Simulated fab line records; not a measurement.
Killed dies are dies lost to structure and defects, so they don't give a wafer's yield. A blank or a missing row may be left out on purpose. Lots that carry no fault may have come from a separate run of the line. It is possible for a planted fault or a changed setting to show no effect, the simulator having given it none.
Comparing a struck lot with a sound one | flow berkeleyCmos170 | 15 steps out of a route of 331
Sound: the wafers L235.1, L235.2, L235.4. Struck: wafers L244.1, L244.2, L244.6. Last of all comes the cause.
Per side, at each step with rows, come the tool, then ch with its chambers, and then its first start. Under that, the readings that differ: sound wafers | struck wafers | difference of the means | sigmas: that difference in standard deviations of wafers without a fault.
alike: a reading whose means differ by less than 2 such deviations, as well as words and numbers matching on both sides. not compared: withheld readings; readings where some wafer has no value; bounds like >300 that might hide an equal value; numbers whose values overlap and for which the record gives no deviation.
Wherever a step has rows on one side only, a row that says differs or no value, or a row with sigmas, the two part there. Numbers that have no deviation but don't overlap get no sigmas and don't part them. A reading that every wafer of one side lacks parts them only if that side has two wafers or more.

first, 2 steps without rows for these wafers: UCB170_M2_COAT_05 (resist thk 900 nm); UCB170_M2_SOFTBAKE_06 (time 60 s).
UCB170_M2_STRIP_07: strips in O2.
  sound on plasmaAsher-02 ch 0,1, day 10 08:10; struck on plasmaAsher-04 ch 0,1, day 12 18:25
  alike: drypumpMotorCurrentA, oesProductAu, stripTimeToEndpointS
  not compared: rfHoursCounterH
then, 7 steps without rows for these wafers: UCB170_M2_STRIP_08 (strips KrF in DMSO, time 600 s); UCB170_M2_COAT_09; UCB170_M2_COAT_10 (resist thk 900 nm); UCB170_M2_SOFTBAKE_11 (time 60 s); UCB170_M2_EXPOSE_12 (exposes mask METAL2, target cd 700 nm); UCB170_M2_PEB_13; UCB170_M2_DEVELOP_14 (develop time 45 s).
UCB170_M2_CD_MEAS_15: the cd target is 700 nm.
  struck on cdSem-02, day 12 19:40; sound on cdSem-02, day 10 09:43
  alike: cdNm
UCB170_M2_OVL_MEAS_16:
  struck on overlay-02, day 12 19:47; sound on overlay-02, day 10 09:50
reading     | sound  | struck     | difference | sigmas
M2_OVL (nm) | -3 1 3 | -8 -11 -16 | -12        | -3
UCB170_M2_ETCH_17: etches BARC in N2/H2.
  sound on rieDiel-03 ch 0,1,2, day 10 09:53; struck on rieDiel-01 ch 0,2,3, day 12 19:50
reading             | sound             | struck            | difference | sigmas
oesProductAu (a.u.) | 0.998 1.041 1.014 | 0.857 0.884 0.868 | -0.148     | -8
  alike: drypumpMotorCurrentA, n2FlowSccm, throttleValvePct
UCB170_M2_METAL_ETCH_18: etches Al in Cl2/BCl3, stops on SiO2, target depth 1170 nm, time 195 s.
  sound on rieMetal-03 ch 0,1, day 10 09:55; struck on rieMetal-01 ch 0,1, day 12 19:52
  alike: drypumpMotorCurrentA, oesProductAu, throttleValvePct
  not compared: rfHoursCounterH
after that, 1 step had no rows for these wafers: UCB170_M3_PROBE_99.

WHERE THEY PART
First at UCB170_M2_OVL_MEAS_16; last, within this record, at UCB170_M2_ETCH_17. Later steps at which nothing parts them and some readings are alike: UCB170_M2_METAL_ETCH_18.

WHY: whatever the simulator had introduced
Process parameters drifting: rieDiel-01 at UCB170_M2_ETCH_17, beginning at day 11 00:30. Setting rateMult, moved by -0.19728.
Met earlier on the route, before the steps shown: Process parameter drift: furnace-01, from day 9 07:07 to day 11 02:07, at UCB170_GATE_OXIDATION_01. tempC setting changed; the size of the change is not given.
